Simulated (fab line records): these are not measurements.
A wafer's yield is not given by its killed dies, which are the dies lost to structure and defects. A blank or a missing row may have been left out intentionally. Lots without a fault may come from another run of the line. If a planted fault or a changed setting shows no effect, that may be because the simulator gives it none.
Split-lot experiment	flow berkeley cmos170	on a route of 331 steps: 5 lots, 23 wafers read

## ABOUT THE SPLIT
At UCB170_M3_PEB_13, the setting peb temp c was moved away from the recipe's 130 C on 7 of the 23 wafers read, by -2.7% to +1.2%. For the rest of the wafers, this setting stayed at what the recipe calls for.

## FROM THE SPLIT TO THE READING: what the file shows between them, 5 steps
- UCB170_M3_DEVELOP_14: develop time 45 s
- UCB170_M3_CD_MEAS_15: target cd 700 nm
- UCB170_M3_ETCH_17: etches BARC in N2/H2
- UCB170_M3_METAL_ETCH_18: etches Al in Cl2/BCl3, stops on SiO2, target depth 1170 nm, time 195 s
- UCB170_M3_STRIP_19: strips in O2

## THE READING
cd nm (nm) at UCB170_M3_CD_MEAS_90, where the cd target is 700 nm. On this fab line, fault-free wafers typically give 700.2 nm with a standard deviation of 2 nm.

wafer	tool, chamber at the split	peb temp c as run, C	against the recipe	cd nm, nm	against lot-mates on the recipe
L074.1	litho track-04, 0	131.5	+1.2%	691.4	-9.5
L074.3	litho track-04, 0	130	recipe	698.7	-
L074.4	litho track-04, 0	130	recipe	700.5	-
L074.5	litho track-04, 0	131.5	+1.2%	689.7	-11.2
L074.6	litho track-04, 0	130	recipe	703.4	-
L076.2	litho track-04, 0	130	recipe	697.7	-
L076.5	litho track-04, 0	130	recipe	701.3	-
L076.6	litho track-04, 0	130	recipe	698.9	-
L075.1	litho track-01, 0	130	recipe	701.9	-
L075.3	litho track-01, 0	130	recipe	701.1	-
L075.4	litho track-01, 0	130	recipe	700.2	-
L075.5	litho track-01, 0	130	recipe	702.1	-
L075.6	litho track-01, 0	130	recipe	702.0	-
L079.1	litho track-03, 0	126.5	-2.7%	723.6	+25.3
L079.2	litho track-03, 0	126.5	-2.7%	724.6	+26.3
L079.3	litho track-03, 0	130	recipe	698.9	-
L079.5	litho track-03, 0	130	recipe	699.8	-
L079.6	litho track-03, 0	130	recipe	696.1	-
L080.1	litho track-01, 0	130	recipe	699.6	-
L080.2	litho track-01, 0	127.1	-2.2%	721.6	+22.9
L080.3	litho track-01, 0	127.1	-2.2%	723.4	+24.6
L080.5	litho track-01, 0	130	recipe	697.9	-
L080.6	litho track-01, 0	127.1	-2.2%	725.7	+27.0

THE FIT
A straight line over all 23 wafers: cd nm changes by -9.55 nm for each +1% of peb temp c; r = -0.98; the points scatter about the line by 2.1 nm.
The same after taking each lot's own level away (the mean of its wafers on the recipe; 23 wafers): -10.2 nm for each +1%; r = -0.99; scatter 1.7 nm.
According to that fit, moving peb temp c by its largest amount changes the reading by 27 nm.
The span of the lots' own levels, 698.27 to 701.46 nm, comes to 1.6 times the standard deviation stated above.
So the lot-to-lot level changes the slope little: the two slopes agree.
Check: +28.3 nm against its lot-mates is what the line predicts for one of the wafers moved furthest among these (-2.7%) when that wafer is left out of the fit. It came out at +25.3 nm against them.

## THE OTHER SPLITS THESE WAFERS WENT THROUGH
Before the reading, these wafers also passed through other splits. Each is held against what the fit with the lots' levels taken away leaves over:
other split on the same wafers	wafers away from the commonest value	r with cd nm (lot level and that fit taken away)
UCB170_V2_EXPOSE_09 dose mj	6	-0.21

## THE WHOLE CHAIN: every reading that the file lists as answering this split, in the file's order
step	what it does	reading	change (the file's fit)	r (the file's)
UCB170_M3_CD_MEAS_15	target cd 700 nm	cd nm	-9.66 nm for each +1% of the setting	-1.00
UCB170_M3_ETCH_17	etches BARC in N2/H2	M3.cd nm (the simulator's own value, which no gauge read)	-9.73 nm for each +1% of the setting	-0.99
UCB170_M3_METAL_ETCH_18	etches Al in Cl2/BCl3, stops on SiO2, target depth 1170 nm, time 195 s	M3.cd nm (the simulator's own value, which no gauge read)	-10.1 nm for each +1% of the setting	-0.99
UCB170_M3_CD_MEAS_90	target cd 700 nm	cd nm	-10.1 nm for each +1% of the setting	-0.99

## THE FILE'S OWN FIT
cd nm changes by -10.1 nm for each +1% of peb temp c, r = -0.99.
